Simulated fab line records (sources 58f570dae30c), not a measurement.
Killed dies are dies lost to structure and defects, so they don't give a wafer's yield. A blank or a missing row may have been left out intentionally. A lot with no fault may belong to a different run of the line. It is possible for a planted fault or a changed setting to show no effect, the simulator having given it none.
Which of the tools did it? | flow berkeley-cmos170 | 42 wafers from 14 lots sampled at 6 of the route's 331 steps

WHAT THE GAUGES SHOWED, per wafer
UCB170_SCREENOX_THK_MEAS_02.
lot  | measured    | on            | SCREENOX_OXIDE_THK (nm)
L966 | day 5 17:40 | film-metro-03 | 14.72 15.06 15.11
L965 | day 5 17:40 | film-metro-02 | 14.62 14.73 14.37
L967 | day 6 03:25 | film-metro-01 | 14.51 14.12 14.41
L969 | day 6 09:50 | film-metro-02 | 14.36 14.43 14.40
L970 | day 6 16:59 | film-metro-02 | 14.36 14.19 14.27
L972 | day 7 15:42 | film-metro-01 | 14.61 14.76 14.70
L976 | day 7 15:44 | film-metro-03 | 14.75 14.65 14.82
L974 | day 7 15:46 | film-metro-01 | 14.37 14.73 14.69
L978 | day 8 00:30 | film-metro-03 | 14.40 14.13 14.12
L977 | day 8 00:31 | film-metro-02 | 14.59 14.39 14.45
L980 | day 8 08:57 | film-metro-03 | 14.65 14.79 14.74
L982 | day 8 22:58 | film-metro-03 | 14.58 14.49 14.82
L985 | day 9 13:35 | film-metro-01 | 14.81 14.65 14.62
L987 | day 9 20:35 | film-metro-02 | 14.28 14.18 14.14

UCB170_FIELD_THK_MEAS_91.
lot  | measured     | on            | FIELD_OXIDE_LEFT_2_THK (nm)
L966 | day 5 23:52  | film-metro-02 | 351 350 342
L965 | day 6 00:18  | film-metro-02 | 365 362 359
L967 | day 6 11:34  | film-metro-01 | 376 367 372
L969 | day 6 19:54  | film-metro-02 | 372 380 368
L970 | day 6 23:08  | film-metro-01 | 367 366 366
L972 | day 8 00:53  | film-metro-02 | 368 376 375
L976 | day 8 00:40  | film-metro-02 | 370 377 364
L974 | day 8 01:26  | film-metro-01 | 360 365 356
L978 | day 8 07:45  | film-metro-01 | 361 347 341
L977 | day 8 07:48  | film-metro-04 | 374 381 376
L980 | day 8 19:57  | film-metro-01 | 350 355 349
L982 | day 9 09:25  | film-metro-02 | 365 368 359
L985 | day 9 21:05  | film-metro-02 | 365 356 358
L987 | day 10 04:24 | film-metro-01 | 342 340 349

UCB170_NLDD_CD_MEAS_06 targets a cd of 1200 nm.
lot  | measured     | on        | cd-nm (nm)
L966 | day 6 19:21  | cd-sem-01 | 1198.8 1198.8 1200.3
L965 | day 6 21:00  | cd-sem-02 | 1201.3 1200.2 1200.3
L967 | day 6 23:47  | cd-sem-02 | 1201.1 1201.9 1202.1
L969 | day 7 10:43  | cd-sem-02 | 1196.7 1197.2 1198.1
L970 | day 7 11:52  | cd-sem-01 | 1198.2 1197.8 1198.6
L972 | day 8 13:42  | cd-sem-01 | 1199.7 1201.7 1198.8
L976 | day 8 13:26  | cd-sem-01 | 1197.2 1199.1 1198.0
L974 | day 8 13:07  | cd-sem-02 | 1200.3 1200.2 1200.9
L978 | day 9 01:19  | cd-sem-01 | 1201.0 1202.6 1201.1
L977 | day 9 01:50  | cd-sem-02 | 1201.7 1203.1 1202.4
L980 | day 9 14:10  | cd-sem-01 | 1201.5 1200.3 1200.8
L982 | day 9 21:59  | cd-sem-01 | 1201.0 1201.0 1201.0
L985 | day 10 13:37 | cd-sem-01 | 1199.8 1199.6 1199.4
L987 | day 10 19:53 | cd-sem-02 | 1201.7 1200.3 1200.5

UCB170_NLDD_TW_MEAS_11.
lot  | measured     | on            | NLDD_TW
L966 | day 6 19:55  | film-metro-01 | 2198 2203 2198
L965 | day 6 21:32  | film-metro-03 | 2202 2186 2201
L967 | day 7 00:20  | film-metro-03 | 2209 2201 2200
L969 | day 7 11:16  | film-metro-01 | 2209 2202 2206
L970 | day 7 12:24  | film-metro-03 | 2184 2184 2186
L972 | day 8 14:16  | film-metro-02 | 2247 2245 2236
L976 | day 8 13:59  | film-metro-02 | 2223 2241 2228
L974 | day 8 13:40  | film-metro-03 | 2195 2197 2211
L978 | day 9 01:52  | film-metro-01 | 2208 2207 2209
L977 | day 9 02:24  | film-metro-02 | 2239 2242 2240
L980 | day 9 14:43  | film-metro-03 | 2187 2182 2190
L982 | day 9 22:32  | film-metro-02 | 2297 2310 2302
L985 | day 10 14:10 | film-metro-02 | 2243 2234 2219
L987 | day 10 20:26 | film-metro-03 | 2276 2268 2277

UCB170_SDANNEAL_RS_MEAS_05: uses a four-point probe to measure.
lot  | measured     | on            | NLDD_RS (ohm/sq)
L966 | day 7 05:53  | film-metro-02 | 620.1 618.0 618.8
L965 | day 7 06:05  | film-metro-01 | 612.9 612.8 613.2
L967 | day 7 09:10  | film-metro-02 | 614.3 613.2 616.1
L969 | day 7 21:53  | film-metro-02 | 616.6 618.8 618.3
L970 | day 7 23:05  | film-metro-03 | 617.2 618.3 615.5
L972 | day 9 00:07  | film-metro-02 | 616.5 616.6 615.6
L976 | day 8 23:40  | film-metro-03 | 618.9 618.5 618.8
L974 | day 8 23:23  | film-metro-01 | 616.4 614.5 614.9
L978 | day 9 15:26  | film-metro-03 | 617.1 616.1 615.5
L977 | day 9 15:36  | film-metro-02 | 616.2 617.1 616.7
L980 | day 10 02:22 | film-metro-03 | 616.0 618.2 617.4
L982 | day 10 08:50 | film-metro-01 | 582.7 585.2 583.0
L985 | day 11 05:02 | film-metro-03 | 618.7 618.3 617.6
L987 | day 11 09:19 | film-metro-02 | 583.2 581.3 581.6

TOOL THAT RAN EACH LOT (tool first, then ch and the chambers of the sampled wafers, then the start)
lot  | UCB170_NLDD_IMPLANT_09
L966 | implanter-01 ch 0, day 6 19:40
L965 | implanter-04 ch 0, day 6 21:19
L967 | implanter-01 ch 0, day 7 00:05
L969 | implanter-04 ch 0, day 7 11:01
L970 | implanter-04 ch 0, day 7 12:11
L972 | implanter-04 ch 0, day 8 14:01
L976 | implanter-01 ch 0, day 8 13:44
L974 | implanter-04 ch 0, day 8 13:25
L978 | implanter-04 ch 0, day 9 01:37
L977 | implanter-03 ch 0, day 9 02:09
L980 | implanter-01 ch 0, day 9 14:28
L982 | implanter-01 ch 0, day 9 22:17
L985 | implanter-03 ch 0, day 10 13:55
L987 | implanter-01 ch 0, day 10 20:13
- UCB170_NLDD_IMPLANT_09

AS READ BY THE TOOLS THEMSELVES (means over the sampled wafers that have a number; for cases with no such wafer, the mark the record gives instead)
UCB170_NLDD_IMPLANT_09.
lot  | tool         | beam-energy-keV
L966 | implanter-01 | 30.003
L965 | implanter-04 | 30.015
L967 | implanter-01 | 29.984
L969 | implanter-04 | 29.994
L970 | implanter-04 | 29.993
L972 | implanter-04 | 29.996
L976 | implanter-01 | 29.991
L974 | implanter-04 | 29.993
L978 | implanter-04 | 30.003
L977 | implanter-03 | 29.992
L980 | implanter-01 | 29.993
L982 | implanter-01 | 36.592
L985 | implanter-03 | 29.994
L987 | implanter-01 | 36.614

THE ANSWER, worked out from the rows above alone
Rule: the lots themselves supply what counts as usual. Put in order of their means at a reading, lots are off if they are a third of the lots or fewer, leave a main group of 4 or more, and stand apart from it by a gap of 3 or more times the standard deviation of the main group's means; of several such gaps the widest counts. The tables above print the reading to a certain number of digits; a main group whose means all agree to those digits is not used. Also off: a lot with no number at a reading for which 4 or more lots have one. All remaining lots with rows at the step are treated as sound. Order of review: gauges by route order, followed by the tools' own readings, for which a lot's mean as printed above is used. The first step at which some lot is off is used, and at that step the reading that is off furthest; a lot without a number counts as furthest.
Off: L982, L987, at UCB170_SDANNEAL_RS_MEAS_05 (NLDD_RS). For the main group the mean is 616.7 ohm/sq and the standard deviation 1.7.
A tool fits if, at a process step before that reading, it ran every lot that is off, and no sound lot after the first of them. The gauges at UCB170_SDANNEAL_RS_MEAS_05 aren't tried: what is off there is off at UCB170_NLDD_IMPLANT_09 too, on other tools, and a gauge's error can't cause that. One fits: implanter-01 at UCB170_NLDD_IMPLANT_09. Its last sound lot is L980 (day 9 14:28), its first lot that is off L982 (day 9 22:17): a fault that began between those two fits.
The tool's own readings at UCB170_NLDD_IMPLANT_09 bear it out: on the lots that are off they differ by more than 5 times the standard deviation of the sound lots' means. beam-energy-keV reads 36.603 there against 29.996 on the sound lots.

WHAT THE SIMULATOR HAD INSERTED
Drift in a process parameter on implanter-01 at UCB170_NLDD_IMPLANT_09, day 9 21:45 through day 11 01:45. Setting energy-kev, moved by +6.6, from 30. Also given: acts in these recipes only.
Struck lots among those shown: L982, L987. The rule above found the same.
